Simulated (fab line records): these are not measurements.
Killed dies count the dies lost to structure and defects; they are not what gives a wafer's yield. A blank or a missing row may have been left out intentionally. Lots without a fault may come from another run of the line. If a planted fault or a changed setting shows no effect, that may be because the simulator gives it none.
The tool behind it: which one?    flow berkeley cmos170    Sampling: 13 lots, 39 wafers, 5 of 331 route steps

== WHAT THE GAUGES SHOWED, per wafer ==
UCB170_NVT_TW_MEAS_09.
lot   measured      on             NVT_TW
L242  day 6 22:20   film metro-01  534 533 534
L247  day 7 07:58   film metro-01  531 534 530
L246  day 7 08:02   film metro-04  521 523 523
L245  day 7 08:28   film metro-01  530 529 533
L244  day 7 08:34   film metro-04  520 522 522
L243  day 7 08:51   film metro-04  524 521 520
L255  day 9 05:14   film metro-03  525 523 528
L256  day 9 05:31   film metro-03  523 526 525
L258  day 9 20:22   film metro-03  523 526 527
L259  day 10 10:34  film metro-04  525 525 524
L260  day 10 11:05  film metro-03  530 528 524
L262  day 10 19:19  film metro-01  534 534 531
L263  day 10 19:36  film metro-04  526 525 527

UCB170_GATE_CD_MEAS_90 targets a cd of 350 nm.
lot   measured      on         cd nm (nm)
L242  day 7 15:38   cd sem-02  349.9 350.3 350.3
L247  day 8 02:15   cd sem-02  349.9 352.7 350.3
L246  day 8 03:06   cd sem-02  350.0 350.3 350.1
L245  day 8 02:52   cd sem-02  350.5 351.2 350.4
L244  day 8 02:29   cd sem-02  348.2 348.8 348.7
L243  day 8 02:37   cd sem-02  349.0 347.6 349.7
L255  day 10 00:47  cd sem-01  352.0 352.1 349.3
L256  day 10 00:34  cd sem-01  349.5 349.7 349.1
L258  day 10 13:37  cd sem-01  349.5 349.7 347.2
L259  day 10 21:39  cd sem-02  348.5 348.5 348.9
L260  day 11 06:20  cd sem-02  349.2 349.1 350.4
L262  day 11 19:17  cd sem-02  347.9 349.3 350.6
L263  day 11 19:24  cd sem-01  350.1 349.8 349.2

UCB170_PLDD_CD_MEAS_06 targets a cd of 1200 nm.
lot   measured      on         cd nm (nm)
L242  day 7 18:28   cd sem-02  1201.3 1201.5 1201.4
L247  day 8 03:48   cd sem-02  1200.7 1200.7 1200.5
L246  day 8 05:03   cd sem-02  1197.8 1198.7 1198.4
L245  day 8 04:41   cd sem-02  1200.0 1200.2 1199.6
L244  day 8 04:07   cd sem-02  1199.8 1199.2 1198.9
L243  day 8 04:33   cd sem-02  1199.7 1200.8 1201.5
L255  day 10 02:25  cd sem-02  1199.2 1199.3 1199.9
L256  day 10 01:43  cd sem-01  1201.4 1200.9 1201.0
L258  day 10 14:45  cd sem-01  1200.1 1200.8 1198.3
L259  day 11 04:51  cd sem-02  1200.0 1197.9 1200.1
L260  day 11 07:37  cd sem-02  1201.2 1200.3 1200.2
L262  day 12 01:20  cd sem-01  1199.7 1198.5 1199.2
L263  day 12 01:50  cd sem-01  1200.3 1200.4 1200.2

UCB170_SPACER_THK_MEAS_01.
lot   measured      on             SPACER_TEOS_THK (nm)
L242  day 7 23:26   film metro-03  380 381 378
L247  day 8 06:46   film metro-03  377 376 374
L246  day 8 08:29   film metro-04  377 383 385
L245  day 8 08:16   film metro-03  374 378 375
L244  day 8 07:32   film metro-01  375 384 384
L243  day 8 08:02   film metro-01  373 380 374
L255  day 10 05:17  film metro-01  703 708 719
L256  day 10 04:11  film metro-03  704 713 714
L258  day 10 18:07  film metro-04  376 381 377
L259  day 11 08:34  film metro-01  371 371 380
L260  day 11 10:14  film metro-04  373 376 373
L262  day 12 05:05  film metro-04  373 376 380
L263  day 12 05:49  film metro-04  370 374 375

== WHICH TOOL RAN EACH LOT (tool, then ch and the chambers of the sampled wafers, then the start) ==
lot   UCB170_SPACER_CVD_00
L242  pecvd-01 ch 1,2, day 7 23:23
L247  pecvd-02 ch 0,1,2, day 8 06:43
L246  pecvd-03 ch 0,1, day 8 08:26
L245  pecvd-02 ch 0,1,2, day 8 08:13
L244  pecvd-03 ch 0,1,2, day 8 07:30
L243  pecvd-01 ch 0,1,2, day 8 08:00
L255  pecvd-01 ch 1,2, day 10 05:14
L256  pecvd-01 ch 0,1,2, day 10 04:08
L258  pecvd-02 ch 1,2, day 10 18:04
L259  pecvd-03 ch 1,2, day 11 08:31
L260  pecvd-03 ch 0,1,2, day 11 10:11
L262  pecvd-03 ch 0,1,2, day 12 05:03
L263  pecvd-02 ch 0,1, day 12 05:46
- UCB170_SPACER_CVD_00: deposits SiO2 from TEOS/O2, target thk 376 nm, time 47 s.

== AS READ BY THE TOOLS THEMSELVES (means over the sampled wafers that have a number; for cases with no such wafer, the mark the record gives instead) ==
UCB170_SPACER_CVD_00.
lot   tool      heater power w (W)
L242  pecvd-01  271
L247  pecvd-02  289
L246  pecvd-03  265
L245  pecvd-02  299
L244  pecvd-03  272
L243  pecvd-01  255
L255  pecvd-01  291
L256  pecvd-01  225
L258  pecvd-02  316
L259  pecvd-03  298
L260  pecvd-03  279
L262  pecvd-03  227
L263  pecvd-02  288

== THE ANSWER, worked out from the rows above alone ==
Rule: usual is defined by the lots themselves. The widest of any qualifying gaps counts: lots, ordered by their means at a reading, are off when they make up no more than a third of the lots, leave a main group of 4 or more, and stand apart from it by 3 or more times the standard deviation of that group's means. Not used: any main group whose means are identical at the precision the tables above print for the reading. Also off: a lot with no number at a reading for which 4 or more lots have one. Where the step has rows for the other lots, those lots are counted as sound. Order of review: gauges by route order, followed by the tools' own readings, for which a lot's mean as printed above is used. At the first step where some lot is off, the reading lying furthest off is the one used; lots without a number count as furthest.
Off: L255, L256, at UCB170_SPACER_THK_MEAS_01 (SPACER_TEOS_THK). For the main group the mean is 377 nm and the standard deviation 2.8.
A tool fits if, at a process step before that reading, it ran every lot that is off, and no sound lot after the first of them. Those tools and the gauges at UCB170_SPACER_THK_MEAS_01 are tried in the same way. One candidate fits, namely pecvd-01 at UCB170_SPACER_CVD_00. Its last sound lot is L243 (day 8 08:00), its first lot that is off L256 (day 10 04:08): a fault that began between those two fits.

== WHAT THE SIMULATOR HAD INSERTED ==
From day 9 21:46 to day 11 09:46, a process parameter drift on pecvd-01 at UCB170_SPACER_CVD_00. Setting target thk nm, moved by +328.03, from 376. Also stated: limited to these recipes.
Shown lots that were struck: L255, L256. This agrees with what the rule above found.
